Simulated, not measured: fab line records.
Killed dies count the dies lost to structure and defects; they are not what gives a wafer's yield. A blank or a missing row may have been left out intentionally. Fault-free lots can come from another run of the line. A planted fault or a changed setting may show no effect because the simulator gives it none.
A lot that was struck, set against a sound lot -- flow berkeley-cmos170 -- 13 steps out of a route of 331
Sound: these wafers, L296.2, L296.3, L296.6. Struck: wafers L298.1, L298.3, L298.6. The cause is given at the end.
At each step with rows: each side's tool, then ch and its chambers, then its first start. Under that, the readings that differ: sound wafers -- struck wafers -- difference of the means -- sigmas: that difference in standard deviations of wafers without a fault.
alike: a reading whose means differ by less than 2 such deviations, as well as words and numbers matching on both sides. not compared: withheld readings; readings where some wafer has no value; bounds like >300 that might hide an equal value; numbers whose values overlap and for which the record gives no deviation.
A row with sigmas, a row that says differs or no value, or rows on one side alone: a step with any of these is where the two part. Non-overlapping numbers with no deviation appear without sigmas and do not part them. A reading that every wafer of one side lacks parts them only if that side has two wafers or more.

first, 2 steps without rows for these wafers: UCB170_NLDD_PEB_04; UCB170_NLDD_DEVELOP_05 (develop time 45 s).
UCB170_NLDD_CD_MEAS_06: the cd target is 1200 nm.
  struck on cd-sem-01, day 7 19:56; sound on cd-sem-01, day 7 00:47
  alike: cd-nm
UCB170_NLDD_OVL_MEAS_07:
  struck on overlay-01, day 7 20:03; sound on overlay-01, day 7 00:54
  alike: NLDD_OVL
then, 2 steps without rows for these wafers: UCB170_NLDD_IMPLANT_08; UCB170_NLDD_IMPLANT_09.
UCB170_NLDD_STRIP_10: strips in O2.
  sound on plasma-asher-02 ch 0,1, day 7 01:14; struck on plasma-asher-02 ch 0, day 7 20:23
  alike: drypump-motor-current-A, o2-flow-sccm, oes-product-au, strip-time-to-endpoint-s
  not compared: rf-hours-counter-h
UCB170_NLDD_TW_MEAS_11:
  struck on film-metro-01, day 7 20:29; sound on film-metro-04, day 7 01:20
reading,sound,struck,difference,sigmas
NLDD_TW,2220 2221 2230,2298 2268 2277,+57,+2
then, 1 step without rows for these wafers: UCB170_NLDD_CLEAN_12 (cleans in SPM, time 600 s).
UCB170_SPACER_CVD_00: deposits SiO2 from TEOS/O2, target thk 376 nm, time 47 s.
  sound on pecvd-03 ch 0,1,2, day 7 01:35; struck on pecvd-03 ch 0,1,2, day 7 20:48
  alike: heater-power-w
UCB170_SPACER_THK_MEAS_01:
  struck on film-metro-01, day 7 20:51; sound on film-metro-03, day 7 01:38
  alike: SPACER_TEOS_THK
then, 1 step without rows for these wafers: UCB170_SPACER_ANNEAL_02 (time 1800 s).
UCB170_SPACER_ETCHBACK_03: etches SiO2 in CHF3/CF4/Ar, stops on Si, target depth 376 nm, time 100 s.
  sound on rie-diel-02 ch 0,1,2, day 7 07:04; struck on rie-diel-01 ch 0,1,3, day 8 01:20
  no value came back on the struck wafers for any of 6 readings (CHF3_flow_sccm (sccm), cf4-flow-sccm (sccm) and others); on the sound wafers CHF3_flow_sccm (sccm) reads 49.97 49.83 49.72
reading,sound,struck,difference,sigmas
model.SiO2_of_SPACER_CVD_00.thk-nm (nm),0 0 0,373.8 376.9 377.7,+376.1,
model.poly-Si_of_GATE_CVD_04.thk-nm (nm),204.4 203.2 205.7,213 211 212.9,+8,
  not compared: rf-hours-counter-h

== WHERE THEY PART ==
At UCB170_NLDD_TW_MEAS_11 first; at UCB170_SPACER_ETCHBACK_03 last (within this record only).

WHY: the cause the simulator had injected
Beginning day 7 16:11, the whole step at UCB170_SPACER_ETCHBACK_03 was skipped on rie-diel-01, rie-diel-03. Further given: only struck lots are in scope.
